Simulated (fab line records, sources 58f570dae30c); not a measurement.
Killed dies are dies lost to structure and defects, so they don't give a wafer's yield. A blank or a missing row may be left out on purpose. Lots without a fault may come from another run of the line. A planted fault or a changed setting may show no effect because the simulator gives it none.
Which tool did it? | flow berkeley_cmos170 | 6 lots, 18 wafers sampled, at 2 steps of a route of 331

WHAT THE GAUGES READ, wafer by wafer
UCB170_FIELD_THK_MEAS_02.
lot  | measured    | on            | FIELD_OXIDE_THK (nm)
L742 | day 6 12:02 | film_metro-04 | 535 538 543
L750 | day 7 15:21 | film_metro-02 | 552 544 556
L752 | day 8 02:44 | film_metro-04 | 557 565 557
L754 | day 8 14:50 | film_metro-04 | 543 549 563
L756 | day 8 14:50 | film_metro-01 | 535 539 552
L761 | day 9 20:49 | film_metro-02 | 565 556 557

WHICH TOOL RAN EACH LOT (tool, then ch and the chambers of the sampled wafers, then the start)
lot  | UCB170_PWELL_STRIP_16
L742 | plasma_asher-03 ch 0,1, day 4 15:52
L750 | plasma_asher-02 ch 0,1, day 5 16:55
L752 | plasma_asher-03 ch 0,1, day 6 12:56
L754 | plasma_asher-01 ch 0,1, day 6 20:22
L756 | plasma_asher-01 ch 0,1, day 6 20:53
L761 | plasma_asher-03 ch 0,1, day 7 22:00
- UCB170_PWELL_STRIP_16: strips in O2.

THE ANSWER, worked out from the rows above alone
Rule: what is usual is taken from the lots themselves. Put in order of their means at a reading, lots are off if they are a third of the lots or fewer, leave a main group of 4 or more, and stand apart from it by a gap of 3 or more times the standard deviation of the main group's means; of several such gaps the widest counts. A main group whose means are all the same, to the digits that the tables above print for the reading, isn't used. A lot without any number at a reading at which 4 lots or more have one is off too. The other lots that the step has rows for count as sound.
No lot is off at any reading shown: from this, nothing can be told.

WHAT THE SIMULATOR HAD PUT IN
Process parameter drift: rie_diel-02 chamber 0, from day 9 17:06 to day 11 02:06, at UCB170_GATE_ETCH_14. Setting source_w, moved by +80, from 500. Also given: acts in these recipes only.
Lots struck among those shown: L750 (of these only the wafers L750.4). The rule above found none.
